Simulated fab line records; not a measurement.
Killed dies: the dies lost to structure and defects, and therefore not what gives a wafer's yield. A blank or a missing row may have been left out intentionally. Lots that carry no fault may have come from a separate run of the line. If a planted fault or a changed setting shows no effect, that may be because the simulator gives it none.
The same fault as seen by 2 desks / flow berkeley_cmos170 / each desk holds nothing but its own numbers, with what lay behind them at the end

## TOOL OWNER'S DESK, furnace-02
The tool's own readings at UCB170_FIELD_OXIDATION_01 (target thk 558.3 nm, ox time 7200 s): means of the sampled wafers that have a number, for each lot that ran on this tool. If a lot's mean is further than 4 standard deviations from the usual mean, the lot is out of limits and carries the mark OUT (the distance appears in the brackets).
Columns: A = zone_power_centre_pct at UCB170_FIELD_OXIDATION_01, usual 48.4 %; B = zone_power_load_pct at UCB170_FIELD_OXIDATION_01, usual 37.4 %
lot=L686; first seen here=day 5 19:33; A=49.2; B=39.0
lot=L687; first seen here=day 5 19:33; A=48.8; B=39.3
lot=L688; first seen here=day 6 04:45; A=49.0; B=38.9
lot=L689; first seen here=day 6 04:45; A=48.5; B=38.9
lot=L690; first seen here=day 6 04:45; A=48.3; B=39.6
lot=L691; first seen here=day 7 01:08; A=48.8; B=39.1
lot=L692; first seen here=day 7 01:08; A=48.7; B=39.1
This desk found nothing out of limits on any of the 7 lots.

## AT THE METROLOGY DESK
Lot by lot, what the gauges showed, no matter which tool ran the lot: averages of those sampled wafers that carry a number. If a lot's mean is further than 4 standard deviations from the usual mean, the lot is out of limits and carries the mark OUT (the distance appears in the brackets).
Columns: A = FIELD_OXIDE_THK at UCB170_FIELD_THK_MEAS_02, usual 558 nm; B = FIELD_OXIDE_LEFT_1_THK at UCB170_FIELD_THK_MEAS_90, usual 441 nm; C = FIELD_OXIDE_LEFT_2_THK at UCB170_FIELD_THK_MEAS_91, usual 353 nm
lot=L685; first seen here=day 5 06:11; A=561; B=444; C=355
lot=L686; first seen here=day 5 22:34; A=561; B=446; C=358
lot=L687; first seen here=day 5 22:34; A=555; B=438; C=350
lot=L688; first seen here=day 6 07:45; A=565; B=448; C=359
lot=L690; first seen here=day 6 07:45; A=550; B=434; C=345
lot=L689; first seen here=day 6 07:46; A=554; B=437; C=349
lot=L692; first seen here=day 7 04:08; A=492 (-8.3) OUT; B=376 (-8.4) OUT; C=288 (-8.4) OUT
lot=L691; first seen here=day 7 04:09; A=481 (-9.7) OUT; B=364 (-9.9) OUT; C=277 (-9.7) OUT
lot=L700; first seen here=day 7 21:56; A=545; B=428; C=340
This desk's result: L691, L692 out of limits, first on L692 (FIELD_OXIDE_THK at UCB170_FIELD_THK_MEAS_02), day 7 04:08. In limits: L685, L686, L687, L688, L690, L689, L700.

## BROUGHT TOGETHER
Metrology desk: alarm possible at day 7 04:08 on L691, L692.
The desk of the tool owner found nothing out of limits.
The tool owner's desk has L691, L692 on record, within its limits.
The lots listed all ran UCB170_FIELD_OXIDATION_01 on furnace-02.

## WHAT THE SIMULATOR HAD PUT IN
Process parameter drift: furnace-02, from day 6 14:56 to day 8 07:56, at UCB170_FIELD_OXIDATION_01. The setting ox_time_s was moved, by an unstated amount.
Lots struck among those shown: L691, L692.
Time in hours between the start of the fault and the first out-of-limits reading at each desk: metrology desk, 13.
